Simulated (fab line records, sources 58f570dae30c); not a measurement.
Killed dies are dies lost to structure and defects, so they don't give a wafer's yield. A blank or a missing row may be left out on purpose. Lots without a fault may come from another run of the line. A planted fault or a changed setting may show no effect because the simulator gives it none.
fab line records | flow berkeley_cmos170
record lots=5 wafers=15 last_day=11
route steps=331 shown SACOX@98 SCREENOX@100 NVT@104 PVT@115 GATE@125 FIELD@126
lots that met no fault: from a run of the same line without faults
start_h: hours from the record's first day to the start of the lot's first wafer shown | wait_h: hours since the lot's step before | " the same as in the row above | L1.1+2: a row that stands for several wafers | - no value, or no start given | * or withheld: withheld | < > ~ a bound
route shown NAME@n: a module of which the file shows steps, and the number in the route of the first | usual: mean/standard deviation of fault-free wafers | same: alike in all rows | chamber/n: place in a boat | sites: the reading at each site | _std_site: their standard deviation | _edge_site: outer sites' mean less inner sites' | radius_mm: how far each site lies from the wafer's centre | mask NAME#n: copy n | behind: the tool/chamber that last shaped the wafer | hold: why the lot was held/for how many hours/how that ended | device: the transistor (n, p or np) that didn't switch | end of line: the same wafers' tests at the end of the route | a step without rows: its recipe alone | killed: dies lost to structure and defects at the first sort, not the wafer's yield | map: a wafer's dies, x killed, . not, _ none there
set.NAME: the setting as run; set.NAME@STEP: as run at that earlier step | model.NAME: the simulator's own value behind a step, which no gauge read
lots at some steps of the route; a table a step, a row a wafer
services: from which hour (start_h, from the record's first day; less than 0 if before it) a tool's chamber was out of use, for how many hours, and why
## steps
# step UCB170_SACOX_OXIDATION_01
# recipe temp_c=900 ambient=O2 target_thk_a=144 ox_time_s=2400
# usual ox_temp_c=900.0/0.43 tube_center_temp_C_max=902.3/0.36
# columns lot.wafer tool chamber start_h wait_h ox_temp_c tube_center_temp_C_max
L077.2 furnace-04 0 137.79 10.0 900.7 902.2
L077.4 " 0 " " 900.2 902.5
L077.6 " 0 " " 900.2 902.8
L079.1 furnace-01 0 145.25 6.7 900.0 902.3
L079.4 " 0 " " 899.9 902.1
L079.6 " 0 " " 899.3 902.1
L083.1 furnace-04 0 175.00 5.4 899.7 902.2
L083.3 " 0 " " 899.5 903.2
L083.6 " 0 " " 899.7 902.4
L085.2 furnace-04 0 184.78 2.7 899.9 902.6
L085.3 " 0 " " 899.7 902.2
L085.4 " 0 " " 899.9 902.1
L089.3 furnace-04 0 184.78 2.7 899.9 902.0
L089.4 " 0 " " 899.5 901.6
L089.6 " 0 " " 900.0 901.9
# step UCB170_SACOX_THK_MEAS_02
# recipe reads=SiO2_of_SACOX_OXIDATION_01
# usual SACOX_OXIDE_THK=14.18/0.19
# columns lot.wafer tool chamber start_h wait_h SACOX_OXIDE_THK[nm]
L077.2 film_metro-01 - 139.46 0.0 14.43
L077.4 " - " " 14.52
L077.6 " - " " 14.62
L079.1 film_metro-04 - 146.92 0.0 14.06
L079.4 " - " " 14.21
L079.6 " - " " 14.31
L083.1 film_metro-01 - 176.67 0.0 14.29
L083.3 " - " " 13.86
L083.6 " - " " 14.18
L089.3 film_metro-01 - 186.47 0.0 14.42
L089.4 " - " " 14.09
L089.6 " - " " 14.36
L085.2 film_metro-04 - 186.52 0.1 14.00
L085.3 " - " " 14.27
L085.4 " - " " 14.21
# step UCB170_SCREENOX_WET_ETCH_00
# recipe chemistry=dHF dilution=25:1 target=SiO2 temp_c=25 time_s=200
# columns lot.wafer tool chamber start_h wait_h
L077.2+4+6 wet_bench-04 2 139.51 0.0
L079.1+4+6 wet_bench-01 0 147.08 0.2
L083.1+3+6 wet_bench-01 1 176.73 0.1
L089.3+4+6 wet_bench-01 3 186.51 0.0
L085.2+3+4 wet_bench-01 3 186.58 0.0
# step UCB170_SCREENOX_OXIDATION_01
# recipe temp_c=900 ambient=O2 target_thk_a=144 ox_time_s=2319
# usual ox_temp_c=900.0/0.47 tube_center_temp_C_max=902.4/0.42
# columns lot.wafer tool chamber start_h wait_h ox_temp_c tube_center_temp_C_max
L077.2 furnace-01 0 146.92 7.3 899.6 902.5
L077.4 " 0 " " 900.3 903.2
L077.6 " 0 " " 899.8 902.4
L079.1 furnace-04 0 151.90 4.8 899.6 902.1
L079.4 " 0 " " 900.5 902.2
L079.6 " 0 " " 900.1 903.4
L083.1 furnace-02 0 180.56 3.8 900.3 901.7
L083.3 " 0 " " 899.9 902.9
L083.6 " 0 " " 900.0 902.0
L085.2 furnace-02 0 191.93 5.3 900.7 902.8
L085.3 " 0 " " 899.7 901.9
L085.4 " 0 " " 900.7 902.4
L089.3 furnace-02 0 191.93 5.4 898.8 901.7
L089.4 " 0 " " 899.5 902.1
L089.6 " 0 " " 900.7 902.8
# step UCB170_SCREENOX_THK_MEAS_02
# recipe reads=SiO2_of_SCREENOX_OXIDATION_01
# usual SCREENOX_OXIDE_THK=13.95/0.26
# columns lot.wafer tool chamber start_h wait_h SCREENOX_OXIDE_THK[nm]
L077.2 film_metro-03 - 148.66 0.1 13.68
L077.4 " - " " 14.00
L077.6 " - " " 13.98
L079.1 film_metro-02 - 153.57 0.0 13.74
L079.4 " - " " 13.64
L079.6 " - " " 13.69
L083.1 film_metro-04 - 182.23 0.0 13.89
L083.3 " - " " 14.02
L083.6 " - " " 13.87
L089.3 film_metro-03 - 193.69 0.1 14.43
L089.4 " - " " 14.22
L089.6 " - " " 14.38
L085.2 film_metro-03 - 193.80 0.2 14.28
L085.3 " - " " 14.09
L085.4 " - " " 14.20
# step UCB170_SCREENOX_ANNEAL_03
# recipe temp_c=900 time_s=900 ambient=N2
# usual tube_center_temp_C_max=902.3/0.42
# columns lot.wafer tool chamber start_h wait_h tube_center_temp_C_max
L077.2 furnace-01 0 153.94 5.3 902.2
L077.4 " 0 " " 902.0
L077.6 " 0 " " 902.3
L079.1 furnace-01 0 153.94 0.4 902.5
L079.4 " 0 " " 902.5
L079.6 " 0 " " 901.7
L083.1 furnace-04 0 186.45 4.2 902.6
L083.3 " 0 " " 902.2
L083.6 " 0 " " 902.2
L085.2 furnace-01 0 196.75 2.9 901.7
L085.3 " 0 " " 901.7
L085.4 " 0 " " 902.6
L089.3 furnace-01 0 196.75 3.1 903.2
L089.4 " 0 " " 902.5
L089.6 " 0 " " 902.4
# step UCB170_NVT_HMDS_00
# recipe prime_time_s=60 prime_temp_c=100
# usual resist_line_temp_C=23.02/0.1
# columns lot.wafer tool chamber start_h wait_h resist_line_temp_C
L079.1 litho_track-01 0 155.21 0.0 23.05
L079.4 " 0 " " 23.08
L079.6 " 0 " " 23.04
L077.2 litho_track-04 0 155.66 0.5 22.86
L077.4 " 0 " " 23.12
L077.6 " 0 " " 22.92
L083.1 litho_track-04 0 188.00 0.3 23.03
L083.3 " 0 " " 23.05
L083.6 " 0 " " 23.05
L085.2 litho_track-02 0 198.39 0.4 23.10
L085.3 " 0 " " 23.14
L085.4 " 0 " " 22.95
L089.3 litho_track-04 0 198.64 0.6 23.07
L089.4 " 0 " " 23.07
L089.6 " 0 " " 22.98
# step UCB170_NVT_COAT_01
# recipe resist=KrF spin_rpm=1500 resist_thk_nm=900
# usual resist_line_temp_C=22.99/0.098
# columns lot.wafer tool chamber start_h wait_h resist_line_temp_C
L079.1 litho_track-01 0 155.36 0.1 23.02
L079.4 " 0 " " 23.05
L079.6 " 0 " " 23.00
L077.2 litho_track-04 0 155.81 0.1 23.02
L077.4 " 0 " " 23.04
L077.6 " 0 " " 22.94
L083.1 litho_track-04 0 188.15 0.1 22.90
L083.3 " 0 " " 23.06
L083.6 " 0 " " 23.06
L085.2 litho_track-02 0 198.54 0.1 22.91
L085.3 " 0 " " 22.88
L085.4 " 0 " " 22.91
L089.3 litho_track-04 0 198.79 0.1 23.12
L089.4 " 0 " " 22.98
L089.6 " 0 " " 22.97
# step UCB170_NVT_SOFTBAKE_02
# recipe resist=KrF temp_c=130 time_s=60
# usual resist_line_temp_C=23.03/0.082
# columns lot.wafer tool chamber start_h wait_h resist_line_temp_C
L079.1 litho_track-01 0 155.51 0.1 23.01
L079.4 " 0 " " 22.97
L079.6 " 0 " " 23.00
L077.2 litho_track-04 0 155.96 0.1 22.90
L077.4 " 0 " " 23.07
L077.6 " 0 " " 22.81
L083.1 litho_track-04 0 188.30 0.1 23.07
L083.3 " 0 " " 23.03
L083.6 " 0 " " 23.12
L085.2 litho_track-02 0 198.69 0.1 23.05
L085.3 " 0 " " 23.03
L085.4 " 0 " " 22.99
L089.3 litho_track-04 0 198.94 0.1 22.92
L089.4 " 0 " " 22.97
L089.6 " 0 " " 22.97
# step UCB170_NVT_EXPOSE_03
# recipe mask_id=PWELL target_cd_nm=3000 na=0.5 sigma_outer=0.6 source_shape=conventional dose_mj=30
# columns lot.wafer tool chamber start_h wait_h mask
L079.1+4+6 krf_scanner-02 0 155.88 0.3 PWELL#0
L077.2+4+6 krf_scanner-02 0 156.49 0.5 PWELL#0
L083.1+3+6 krf_scanner-02 0 188.58 0.2 PWELL#0
L085.2+3+4 krf_scanner-02 0 198.96 0.2 PWELL#0
L089.3+4+6 krf_scanner-01 0 199.22 0.3 PWELL#0
# step UCB170_NVT_PEB_04
# recipe peb_temp_c=130 peb_time_s=withheld resist=KrF
# usual resist_line_temp_C=22.99/0.1
# columns lot.wafer tool chamber start_h wait_h resist_line_temp_C
L079.1 litho_track-04 0 156.09 0.2 23.11
L079.4 " 0 " " 23.16
L079.6 " 0 " " 22.89
L077.2 litho_track-04 0 156.61 0.1 23.07
L077.4 " 0 " " 23.00
L077.6 " 0 " " 22.92
L083.1 litho_track-02 0 189.21 0.6 22.89
L083.3 " 0 " " 22.89
L083.6 " 0 " " 22.88
L085.2 litho_track-01 0 199.47 0.5 22.97
L085.3 " 0 " " 22.97
L085.4 " 0 " " 22.93
L089.3 litho_track-04 0 199.54 0.3 22.85
L089.4 " 0 " " 22.93
L089.6 " 0 " " 23.01
# step UCB170_NVT_DEVELOP_05
# recipe developer=TMAH develop_time_s=45 resist=KrF dev_temp_c=21
# usual resist_line_temp_C=23.00/0.1
# columns lot.wafer tool chamber start_h wait_h resist_line_temp_C
L079.1 litho_track-04 0 - - 22.94
L079.4 " 0 " " 22.95
L079.6 " 0 " " 23.00
L077.2 litho_track-04 0 - - 22.96
L077.4 " 0 " " 22.92
L077.6 " 0 " " 22.94
L083.1 litho_track-02 0 - - 23.03
L083.3 " 0 " " 22.87
L083.6 " 0 " " 22.98
L085.2 litho_track-01 0 - - 22.87
L085.3 " 0 " " 23.03
L085.4 " 0 " " 22.99
L089.3 litho_track-04 0 - - 23.09
L089.4 " 0 " " 23.03
L089.6 " 0 " " 22.99
# step UCB170_NVT_OVL_MEAS_06
# usual NVT_OVL=-1/5.9
# columns lot.wafer tool chamber start_h wait_h NVT_OVL[nm]
L079.1 overlay-02 - 156.36 - 6
L079.4 " - " " -2
L079.6 " - " " -5
L077.2 overlay-01 - 156.87 - 5
L077.4 " - " " 8
L077.6 " - " " 12
L083.1 overlay-01 - 189.48 - -3
L083.3 " - " " 5
L083.6 " - " " 5
L085.2 overlay-01 - 199.73 - 4
L085.3 " - " " -2
L085.4 " - " " 6
L089.3 overlay-02 - 199.78 - -8
L089.4 " - " " -9
L089.6 " - " " -8
# step UCB170_NVT_IMPLANT_07
# recipe species=BF2 dose_cm2=3e+12 energy_kev=50 tilt_deg=7
# columns lot.wafer tool chamber start_h wait_h
L079.1+4+6 implanter-03 0 156.40 0.0
L077.2+4+6 implanter-01 0 156.92 0.0
L083.1+3+6 implanter-04 0 189.52 0.0
L085.2+3+4 implanter-04 0 199.78 0.0
L089.3+4+6 implanter-01 0 199.85 0.1
# step UCB170_NVT_STRIP_08
# recipe chemistry=O2 power_w=400 pressure_mtorr=3500 platen_temp_c=withheld o2_flow_sccm=400 overash_fraction=0.5
# usual drypump_motor_current_A=5.8/0.31 o2_flow_sccm=400.0/1.7 oes_product_au=0.735/0.0046 strip_time_to_endpoint_s=21.67/0.054
# columns lot.wafer tool chamber start_h wait_h drypump_motor_current_A o2_flow_sccm oes_product_au rf_hours_counter_h strip_time_to_endpoint_s
L079.1 plasma_asher-02 0 156.55 0.1 5.8 400.1 0.733 38 21.66
L079.4 " 0 " " 5.8 399.5 0.736 - 21.80
L079.6 " 1 " " 5.3 400.2 0.734 - 21.74
L077.2 plasma_asher-02 1 157.05 0.1 5.3 402.5 0.731 38 21.61
L077.4 " 0 " " 5.8 402.0 0.735 - 21.63
L077.6 " 1 " " 5.3 401.3 0.732 - 21.60
L083.1 plasma_asher-02 1 189.67 0.1 5.3 400.5 0.739 41 21.62
L083.3 " 1 " " 5.3 399.1 0.735 - 21.66
L083.6 " 0 " " 5.8 398.5 0.738 - 21.65
L085.2 plasma_asher-03 0 199.91 0.1 5.8 401.4 0.732 49 21.62
L085.3 " 1 " " 5.6 398.1 0.738 - 21.64
L085.4 " 0 " " 5.8 403.7 0.740 - 21.69
L089.3 plasma_asher-02 0 199.99 0.1 5.8 400.0 0.742 - 21.64
L089.4 " 1 " " 5.3 401.0 0.740 - 21.65
L089.6 " 0 " " 5.8 399.5 0.736 - 21.69
# step UCB170_NVT_TW_MEAS_09
# usual NVT_TW=523/5
# columns lot.wafer tool chamber start_h wait_h NVT_TW
L079.1 film_metro-01 - 156.65 0.1 528
L079.4 " - " " 526
L079.6 " - " " 529
L077.2 film_metro-03 - 157.16 0.1 519
L077.4 " - " " 522
L077.6 " - " " 523
L083.1 film_metro-01 - 189.77 0.1 525
L083.3 " - " " 525
L083.6 " - " " 529
L085.2 film_metro-03 - 200.02 0.1 515
L085.3 " - " " 517
L085.4 " - " " 517
L089.3 film_metro-01 - 200.07 0.1 524
L089.4 " - " " 527
L089.6 " - " " 526
# step UCB170_NVT_CLEAN_10
# recipe chemistry=SPM temp_c=120 time_s=600
# columns lot.wafer tool chamber start_h wait_h
L077.2+4+6 wet_bench-04 1 158.84 1.7
L079.1+4+6 wet_bench-04 0 158.84 2.2
L083.1+3+6 wet_bench-02 0 189.83 0.1
L085.2+3+4 wet_bench-03 3 200.13 0.1
L089.3+4+6 wet_bench-03 2 200.13 0.0
# step UCB170_PVT_HMDS_00
# recipe prime_time_s=60 prime_temp_c=100
# usual resist_line_temp_C=23.01/0.11
# columns lot.wafer tool chamber start_h wait_h resist_line_temp_C
L079.1 litho_track-02 0 159.03 0.0 22.80
L079.4 " 0 " " 22.95
L079.6 " 0 " " 22.94
L077.2 litho_track-01 0 159.51 0.5 23.04
L077.4 " 0 " " 23.10
L077.6 " 0 " " 23.04
L083.1 litho_track-01 0 190.98 1.0 23.06
L083.3 " 0 " " 22.83
L083.6 " 0 " " 23.15
L085.2 litho_track-01 0 200.33 0.0 22.97
L085.3 " 0 " " 23.17
L085.4 " 0 " " 22.90
L089.3 litho_track-02 0 200.36 0.1 22.81
L089.4 " 0 " " 23.01
L089.6 " 0 " " 22.82
# step UCB170_PVT_COAT_01
# recipe resist=KrF spin_rpm=1500 resist_thk_nm=900
# usual resist_line_temp_C=22.99/0.12
# columns lot.wafer tool chamber start_h wait_h resist_line_temp_C
L079.1 litho_track-02 0 159.18 0.1 22.95
L079.4 " 0 " " 23.03
L079.6 " 0 " " 22.84
L077.2 litho_track-01 0 159.66 0.1 23.13
L077.4 " 0 " " 22.91
L077.6 " 0 " " 23.05
L083.1 litho_track-01 0 191.13 0.1 22.85
L083.3 " 0 " " 23.08
L083.6 " 0 " " 23.19
L085.2 litho_track-01 0 200.48 0.1 22.74
L085.3 " 0 " " 22.92
L085.4 " 0 " " 22.93
L089.3 litho_track-02 0 200.51 0.1 23.05
L089.4 " 0 " " 23.20
L089.6 " 0 " " 23.12
# step UCB170_PVT_SOFTBAKE_02
# recipe resist=KrF temp_c=130 time_s=60
# usual resist_line_temp_C=23.00/0.1
# columns lot.wafer tool chamber start_h wait_h resist_line_temp_C
L079.1 litho_track-02 0 159.33 0.1 22.81
L079.4 " 0 " " 22.90
L079.6 " 0 " " 22.93
L077.2 litho_track-01 0 159.81 0.1 23.05
L077.4 " 0 " " 22.95
L077.6 " 0 " " 23.13
L083.1 litho_track-01 0 191.28 0.1 23.11
L083.3 " 0 " " 23.06
L083.6 " 0 " " 23.12
L085.2 litho_track-01 0 200.63 0.1 23.00
L085.3 " 0 " " 23.00
L085.4 " 0 " " 23.05
L089.3 litho_track-02 0 200.66 0.1 23.06
L089.4 " 0 " " 22.84
L089.6 " 0 " " 23.11
# step UCB170_PVT_EXPOSE_03
# recipe mask_id=NWELL target_cd_nm=3000 na=0.5 sigma_outer=0.6 source_shape=conventional dose_mj=30
# columns lot.wafer tool chamber start_h wait_h mask
L079.1+4+6 krf_scanner-01 0 159.73 0.4 NWELL#0
L077.2+4+6 krf_scanner-02 0 160.10 0.3 NWELL#0
L083.1+3+6 krf_scanner-01 0 191.55 0.2 NWELL#0
L085.2+3+4 krf_scanner-02 0 - - NWELL#0
L089.3+4+6 krf_scanner-02 0 - - NWELL#0
# step UCB170_PVT_PEB_04
# recipe peb_temp_c=130 peb_time_s=withheld resist=KrF
# usual resist_line_temp_C=23.02/0.1
# columns lot.wafer tool chamber start_h wait_h resist_line_temp_C
L079.1 litho_track-02 0 159.93 0.2 22.94
L079.4 " 0 " " 22.94
L079.6 " 0 " " 22.92
L077.2 litho_track-01 0 160.23 0.1 22.98
L077.4 " 0 " " 22.96
L077.6 " 0 " " 23.12
L083.1 litho_track-03 0 192.00 0.4 23.06
L083.3 " 0 " " 22.97
L083.6 " 0 " " 23.01
L085.2 litho_track-01 0 - - 22.84
L085.3 " 0 " " 22.86
L085.4 " 0 " " 23.14
L089.3 litho_track-02 0 - - 22.88
L089.4 " 0 " " 22.94
L089.6 " 0 " " 22.89
# step UCB170_PVT_DEVELOP_05
# recipe developer=TMAH develop_time_s=45 resist=KrF dev_temp_c=21
# usual resist_line_temp_C=23.00/0.096
# columns lot.wafer tool chamber start_h wait_h resist_line_temp_C
L079.1 litho_track-02 0 - - 23.08
L079.4 " 0 " " 23.04
L079.6 " 0 " " 22.88
L077.2 litho_track-01 0 - - 23.12
L077.4 " 0 " " 23.05
L077.6 " 0 " " 22.96
L083.1 litho_track-03 0 - - 23.08
L083.3 " 0 " " 23.03
L083.6 " 0 " " 22.93
L085.2 litho_track-01 0 - - 23.01
L085.3 " 0 " " 22.99
L085.4 " 0 " " 22.87
L089.3 litho_track-02 0 - - 23.04
L089.4 " 0 " " 23.07
L089.6 " 0 " " 23.00
# step UCB170_PVT_OVL_MEAS_06
# usual PVT_OVL=1/5.8
# columns lot.wafer tool chamber start_h wait_h PVT_OVL[nm]
L079.1 overlay-01 - 160.21 - 5
L079.4 " - " " 10
L079.6 " - " " 5
L077.2 overlay-02 - 160.49 - 1
L077.4 " - " " 11
L077.6 " - " " 13
L083.1 overlay-02 - 192.27 - 1
L083.3 " - " " 0
L083.6 " - " " -9
L085.2 overlay-02 - 202.84 - 5
L085.3 " - " " -2
L085.4 " - " " 7
L089.3 overlay-01 - 202.85 - 4
L089.4 " - " " -3
L089.6 " - " " -7
# step UCB170_PVT_IMPLANT_07
# recipe species=P dose_cm2=2e+12 energy_kev=30 tilt_deg=7
# columns lot.wafer tool chamber start_h wait_h
L079.1+4+6 implanter-04 0 160.25 0.0
L077.2+4+6 implanter-04 0 160.55 0.0
L083.1+3+6 implanter-03 0 192.31 0.0
L085.2+3+4 implanter-04 0 202.89 0.0
L089.3+4+6 implanter-02 0 202.93 0.1
# step UCB170_PVT_STRIP_08
# recipe chemistry=O2 power_w=400 pressure_mtorr=3500 platen_temp_c=withheld o2_flow_sccm=400 overash_fraction=0.5
# usual drypump_motor_current_A=5.66/0.22 o2_flow_sccm=400.2/1.6 oes_product_au=0.734/0.0042 strip_time_to_endpoint_s=21.67/0.058
# columns lot.wafer tool chamber start_h wait_h drypump_motor_current_A o2_flow_sccm oes_product_au rf_hours_counter_h strip_time_to_endpoint_s
L079.1 plasma_asher-03 0 160.40 0.1 5.79 400.0 0.726 45 21.79
L079.4 " 1 " " 5.59 399.6 0.734 - 21.65
L079.6 " 0 " " 5.79 398.8 0.732 - 21.72
L077.2 plasma_asher-01 1 160.67 0.1 5.53 399.4 0.734 5 21.69
L077.4 " 1 " " 5.54 399.2 0.739 - 21.71
L077.6 " 0 " " 5.98 400.3 0.733 - 21.69
L083.1 plasma_asher-02 1 192.46 0.1 5.29 402.2 0.731 41 21.63
L083.3 " 1 " " 5.30 401.7 0.731 - 21.66
L083.6 " 1 " " 5.29 401.8 0.731 - 21.66
L085.2 plasma_asher-02 1 203.02 0.1 5.30 399.7 0.731 42 21.71
L085.3 " 1 " " 5.31 400.8 0.734 - 21.77
L085.4 " 0 " " 5.78 399.8 0.736 - 21.79
L089.3 plasma_asher-03 0 203.06 0.1 5.79 401.8 0.736 - 21.61
L089.4 " 1 " " 5.55 402.7 0.736 - 21.62
L089.6 " 1 " " 5.55 400.6 0.739 - 21.64
# step UCB170_PVT_TW_MEAS_09
# usual PVT_TW=509.6/2.2
# columns lot.wafer tool chamber start_h wait_h PVT_TW
L079.1 film_metro-02 - 160.50 0.1 512.4
L079.4 " - " " 511.0
L079.6 " - " " 510.7
L077.2 film_metro-04 - 160.78 0.1 510.5
L077.4 " - " " 508.9
L077.6 " - " " 508.6
L083.1 film_metro-04 - 192.56 0.1 510.4
L083.3 " - " " 511.0
L083.6 " - " " 510.2
L085.2 film_metro-01 - 203.13 0.1 507.4
L085.3 " - " " 507.8
L085.4 " - " " 507.8
L089.3 film_metro-02 - 203.15 0.1 511.1
L089.4 " - " " 511.1
L089.6 " - " " 512.4
# step UCB170_GATE_WET_ETCH_00
# recipe chemistry=dHF dilution=25:1 target=SiO2 temp_c=25 time_s=200
# columns lot.wafer tool chamber start_h wait_h
L079.1+4+6 wet_bench-01 3 160.56 0.1
L077.2+4+6 wet_bench-01 1 160.83 0.0
L083.1+3+6 wet_bench-01 2 192.72 0.1
L085.2+3+4 wet_bench-03 3 203.18 0.0
L089.3+4+6 wet_bench-01 3 203.19 0.0
# step UCB170_FIELD_THK_MEAS_91
# recipe reads=SiO2_of_FIELD_OXIDATION_01
# usual FIELD_OXIDE_LEFT_2_THK=352/11
# columns lot.wafer tool chamber start_h wait_h FIELD_OXIDE_LEFT_2_THK[nm]
L079.1 film_metro-02 - 160.62 0.0 327
L079.4 " - " " 328
L079.6 " - " " 332
L077.2 film_metro-01 - 160.90 0.0 347
L077.4 " - " " 350
L077.6 " - " " 357
L083.1 film_metro-04 - 192.78 0.0 367
L083.3 " - " " 365
L083.6 " - " " 369
L085.2 film_metro-01 - 203.25 0.0 356
L085.3 " - " " 360
L085.4 " - " " 346
L089.3 film_metro-02 - 203.27 0.0 348
L089.4 " - " " 352
L089.6 " - " " 352
# step UCB170_GATE_OXIDATION_01
# recipe temp_c=850 ambient=O2 target_thk_a=66 ox_time_s=1800
# usual ox_temp_c=850.1/0.37 tube_center_temp_C_max=852.1/0.32
# columns lot.wafer tool chamber start_h wait_h ox_temp_c tube_center_temp_C_max
L077.2 furnace-04 0 165.05 4.1 850.6 852.6
L077.4 " 0 " " 850.2 852.5
L077.6 " 0 " " 850.3 852.0
L079.1 furnace-04 0 165.05 4.4 849.7 852.2
L079.4 " 0 " " 849.4 852.1
L079.6 " 0 " " 849.9 852.4
L083.1 furnace-04 0 196.30 3.5 850.3 852.4
L083.3 " 0 " " 849.5 852.0
L083.6 " 0 " " 850.0 852.2
L085.2 furnace-04 0 207.13 3.9 849.8 852.0
L085.3 " 0 " " 850.0 852.2
L085.4 " 0 " " 849.8 851.8
L089.3 furnace-04 0 207.13 3.9 850.7 852.2
L089.4 " 0 " " 850.8 851.7
L089.6 " 0 " " 849.7 852.1
# step UCB170_GATE_THK_MEAS_02
# recipe reads=SiO2_of_GATE_OXIDATION_01
# usual GATE_OXIDE_THK=6.57/0.13
# columns lot.wafer tool chamber start_h wait_h GATE_OXIDE_THK[nm]
L079.1 film_metro-01 - 166.55 0.0 6.56
L079.4 " - " " 6.61
L079.6 " - " " 6.59
L077.2 film_metro-04 - 166.59 0.0 6.72
L077.4 " - " " 6.67
L077.6 " - " " 6.61
L083.1 film_metro-04 - 197.80 0.0 6.59
L083.3 " - " " 6.57
L083.6 " - " " 6.53
L085.2 film_metro-04 - 208.64 0.0 6.72
L085.3 " - " " 6.69
L085.4 " - " " 6.63
L089.3 film_metro-03 - 208.65 0.0 6.77
L089.4 " - " " 6.72
L089.6 " - " " 6.74
# step UCB170_GATE_ANNEAL_03
# recipe temp_c=900 time_s=1800 ambient=N2
# usual tube_center_temp_C_max=902.3/0.39
# columns lot.wafer tool chamber start_h wait_h tube_center_temp_C_max
L077.2 furnace-04 0 170.90 4.3 902.1
L077.4 " 0 " " 902.5
L077.6 " 0 " " 902.4
L079.1 furnace-04 0 170.90 4.3 902.4
L079.4 " 0 " " 902.0
L079.6 " 0 " " 902.3
L083.1 furnace-01 0 199.35 1.5 902.0
L083.3 " 0 " " 902.0
L083.6 " 0 " " 902.3
L085.2 furnace-02 0 212.82 4.2 902.8
L085.3 " 0 " " 902.0
L085.4 " 0 " " 902.1
L089.3 furnace-02 0 212.82 4.2 902.0
L089.4 " 0 " " 902.4
L089.6 " 0 " " 903.0
# step UCB170_GATE_CVD_04
# recipe material=poly-Si temp_c=610 precursor=SiH4 time_s=1440 pressure_mtorr=375 target_thk_nm=214 sih4_flow_sccm=120
# columns lot.wafer tool chamber start_h wait_h
L077.2+4+6 lpcvd-02 1 172.40 0.0
L079.1+4+6 lpcvd-02 0 172.40 0.0
L083.1+3+6 lpcvd-02 1 200.85 0.0
L085.2+3+4 lpcvd-01 1 214.32 0.0
L089.3+4+6 lpcvd-01 1 214.32 0.0
# step UCB170_GATE_THK_MEAS_05
# recipe reads=poly-Si_of_GATE_CVD_04
# usual GATE_POLY_THK=214.5/2.4
# columns lot.wafer tool chamber start_h wait_h GATE_POLY_THK[nm]
L079.1 film_metro-03 - 173.81 0.0 213.1
L079.4 " - " " 212.5
L079.6 " - " " 212.5
L077.2 film_metro-04 - 173.87 0.1 216.7
L077.4 " - " " 216.3
L077.6 " - " " 217.2
L083.1 film_metro-03 - 202.25 0.0 212.1
L083.3 " - " " 212.4
L083.6 " - " " 213.3
L085.2 film_metro-03 - 215.73 0.0 210.0
L085.3 " - " " 209.6
L085.4 " - " " 211.0
L089.3 film_metro-04 - 215.74 0.0 213.5
L089.4 " - " " 215.2
L089.6 " - " " 214.5
# step UCB170_GATE_COAT_06
# recipe resist=BARC temp_c=withheld time_s=withheld spin_rpm=3000 resist_thk_nm=withheld
# usual resist_line_temp_C=*
# columns lot.wafer tool chamber start_h wait_h resist_line_temp_C
L079.1 litho_track-03 0 174.11 0.3 *
L079.4 " 0 " " *
L079.6 " 0 " " *
L077.2 litho_track-04 0 174.34 0.5 *
L077.4 " 0 " " *
L077.6 " 0 " " *
L083.1 litho_track-04 0 203.31 1.0 *
L083.3 " 0 " " *
L083.6 " 0 " " *
L085.2 litho_track-04 0 216.23 0.5 *
L085.3 " 0 " " *
L085.4 " 0 " " *
L089.3 litho_track-02 0 216.54 0.8 *
L089.4 " 0 " " *
L089.6 " 0 " " *
# step UCB170_GATE_COAT_07
# recipe resist=KrF spin_rpm=1500 resist_thk_nm=900
# usual resist_line_temp_C=23.03/0.099
# columns lot.wafer tool chamber start_h wait_h resist_line_temp_C
L079.1 litho_track-03 0 - - 22.81
L079.4 " 0 " " 23.05
L079.6 " 0 " " 22.96
L077.2 litho_track-04 0 - - 22.94
L077.4 " 0 " " 23.10
L077.6 " 0 " " 22.91
L083.1 litho_track-04 0 - - 23.05
L083.3 " 0 " " 22.87
L083.6 " 0 " " 23.04
L085.2 litho_track-04 0 - - 22.96
L085.3 " 0 " " 22.86
L085.4 " 0 " " 22.84
L089.3 litho_track-02 0 - - 23.02
L089.4 " 0 " " 23.07
L089.6 " 0 " " 22.96
# step UCB170_GATE_SOFTBAKE_08
# recipe resist=KrF temp_c=130 time_s=60
# usual resist_line_temp_C=23.01/0.12
# columns lot.wafer tool chamber start_h wait_h resist_line_temp_C
L079.1 litho_track-03 0 - - 22.97
L079.4 " 0 " " 23.12
L079.6 " 0 " " 23.09
L077.2 litho_track-04 0 - - 22.87
L077.4 " 0 " " 23.02
L077.6 " 0 " " 22.97
L083.1 litho_track-04 0 - - 23.07
L083.3 " 0 " " 22.92
L083.6 " 0 " " 22.95
L085.2 litho_track-04 0 - - 23.04
L085.3 " 0 " " 22.80
L085.4 " 0 " " 23.05
L089.3 litho_track-02 0 - - 23.03
L089.4 " 0 " " 22.94
L089.6 " 0 " " 22.93
# step UCB170_GATE_EXPOSE_09
# recipe mask_id=POLY target_cd_nm=350 na=0.5 sigma_outer=0.6 source_shape=conventional dose_mj=21
# columns lot.wafer tool chamber start_h wait_h mask
L079.1+4+6 krf_scanner-02 0 174.81 - POLY#0
L077.2+4+6 krf_scanner-01 0 175.07 - POLY#0
L083.1+3+6 krf_scanner-01 0 203.76 - POLY#0
L085.2+3+4 krf_scanner-01 0 216.80 - POLY#0
L089.3+4+6 krf_scanner-02 0 217.10 - POLY#0
## services
# columns tool chamber start_h hours kind
krf_scanner-02 - 117.65 0.8 pm
plasma_asher-01 0 117.75 - clean
plasma_asher-01 1 117.75 - clean
krf_scanner-01 - 127.44 0.2 repair
krf_scanner-02 - 129.31 1.0 pm
furnace-02 - 130.45 3.1 pm
furnace-01 - 130.98 3.8 pm
furnace-01 - 134.79 5.0 pm
krf_scanner-01 - 138.31 3.6 pm
implanter-03 - 142.66 6.2 repair
implanter-01 - 142.82 1.2 repair
krf_scanner-01 - 144.43 8.3 repair
wet_bench-04 - 151.85 2.1 repair
krf_scanner-01 - 154.98 0.8 pm
furnace-04 - 159.65 3.7 pm
implanter-01 - 162.12 8.3 pm
furnace-02 - 206.14 2.9 repair
## key
fault none
